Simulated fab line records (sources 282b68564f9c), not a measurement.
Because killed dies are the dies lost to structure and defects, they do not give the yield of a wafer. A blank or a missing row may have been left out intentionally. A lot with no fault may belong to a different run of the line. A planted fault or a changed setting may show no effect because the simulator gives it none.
Which tool is to blame? | flow ritCmos | 14 lots with 42 wafers sampled at 2 steps, on a route of 202 steps

WHAT THE GAUGES SHOWED, per wafer
RIT_M1_RS_MEAS_01: measures by four-point-probe.
lot  | measured    | on           | M1_AL_RS (ohm/sq)
L502 | day 3 22:11 | filmMetro-04 | 0.0735 0.0718 0.0717
L504 | day 4 09:34 | filmMetro-01 | 0.0744 0.0727 0.0746
L505 | day 4 09:58 | filmMetro-04 | 0.0747 0.0735 0.0739
L506 | day 4 22:30 | filmMetro-04 | 0.0718 0.0730 0.0735
L507 | day 5 01:14 | filmMetro-04 | 0.0753 0.0743 0.0747
L508 | day 5 02:13 | filmMetro-01 | 0.0746 0.0747 0.0748
L509 | day 5 13:07 | filmMetro-01 | - - - - - -
L510 | day 5 13:32 | filmMetro-01 | - - - - - -
L518 | day 7 07:35 | filmMetro-04 | 0.0731 0.0732 0.0732
L519 | day 7 11:02 | filmMetro-02 | 0.0734 0.0728 0.0731
L520 | day 7 15:45 | filmMetro-01 | 0.0741 0.0721 0.0737
L521 | day 7 19:52 | filmMetro-04 | 0.0734 0.0744 0.0734
L522 | day 7 22:59 | filmMetro-01 | 0.0738 0.0729 0.0747
L523 | day 8 03:46 | filmMetro-04 | 0.0727 0.0730 0.0740

TOOL THAT RAN EACH LOT (tool first, then ch and the chambers of the sampled wafers, then the start)
lot  | RIT_M1_SPUTTER_00
L502 | pvdSputter-02, day 3 21:51
L504 | pvdSputter-02, day 4 09:17
L505 | pvdSputter-01, day 4 09:40
L506 | pvdSputter-02, day 4 22:11
L507 | pvdSputter-03, day 5 00:55
L508 | pvdSputter-02, day 5 01:55
L509 | pvdSputter-03, day 5 12:46
L510 | pvdSputter-02, day 5 13:13
L518 | pvdSputter-02, day 7 07:16
L519 | pvdSputter-03, day 7 10:45
L520 | pvdSputter-02, day 7 15:27
L521 | pvdSputter-01, day 7 19:33
L522 | pvdSputter-02, day 7 22:42
L523 | pvdSputter-03, day 8 03:25
- RIT_M1_SPUTTER_00: material Al, target thk 400 nm, time 500 s.

AS READ BY THE TOOLS THEMSELVES (means over the sampled wafers that have a number; for cases with no such wafer, the mark the record gives instead)
RIT_M1_SPUTTER_00.
lot  | tool          | cathodeDcPowerW (W) | chamberPressurePa (Pa) | throttleValvePct (%)
L502 | pvdSputter-02 | 2000.2              | 0.3996                 | 29.3
L504 | pvdSputter-02 | 2000.3              | 0.4002                 | 29.0
L505 | pvdSputter-01 | 1999.9              | 0.4003                 | 30.9
L506 | pvdSputter-02 | 1999.7              | 0.4009                 | 29.0
L507 | pvdSputter-03 | 2000.1              | 0.3997                 | 29.8
L508 | pvdSputter-02 | 2000.2              | 0.4006                 | 29.3
L509 | pvdSputter-03 | -                   | -                      | -
L510 | pvdSputter-02 | -                   | -                      | -
L518 | pvdSputter-02 | 2000.2              | 0.3990                 | 29.3
L519 | pvdSputter-03 | 1999.7              | 0.4003                 | 30.6
L520 | pvdSputter-02 | 2000.0              | 0.3993                 | 29.5
L521 | pvdSputter-01 | 1999.8              | 0.4000                 | 30.9
L522 | pvdSputter-02 | 2000.0              | 0.3997                 | 29.3
L523 | pvdSputter-03 | 2000.0              | 0.3993                 | 30.7

THE ANSWER, worked out from the rows above alone
Rule: usual is defined by the lots themselves. Put in order of their means at a reading, lots are off if they are a third of the lots or fewer, leave a main group of 4 or more, and stand apart from it by a gap of 3 or more times the standard deviation of the main group's means; of several such gaps the widest counts. The tables above print the reading to a certain number of digits; a main group whose means all agree to those digits is not used. Also off: a lot with no number at a reading for which 4 or more lots have one. Any other lot the step has rows for is counted as sound. The gauges are gone through in route order, then the tools' own readings, and for those a lot's mean is taken as printed above. At the first step where some lot is off, the reading lying furthest off is the one used; lots without a number count as furthest.
Off: L509, L510, at RIT_M1_RS_MEAS_01 (M1_AL_RS). Without a number there: L509, L510. Main group: mean 0.0736 ohm/sq, sd 0.0007.
If a tool, at a process step before that reading, ran all the lots that are off and no sound lot after the first of them, it fits. Not tried: the gauges at RIT_M1_RS_MEAS_01; whatever is off there is also off at RIT_M1_SPUTTER_00, on other tools, and gauge error can't account for it. Of those tried, none fits.

WHAT WAS PUT IN BY THE SIMULATOR
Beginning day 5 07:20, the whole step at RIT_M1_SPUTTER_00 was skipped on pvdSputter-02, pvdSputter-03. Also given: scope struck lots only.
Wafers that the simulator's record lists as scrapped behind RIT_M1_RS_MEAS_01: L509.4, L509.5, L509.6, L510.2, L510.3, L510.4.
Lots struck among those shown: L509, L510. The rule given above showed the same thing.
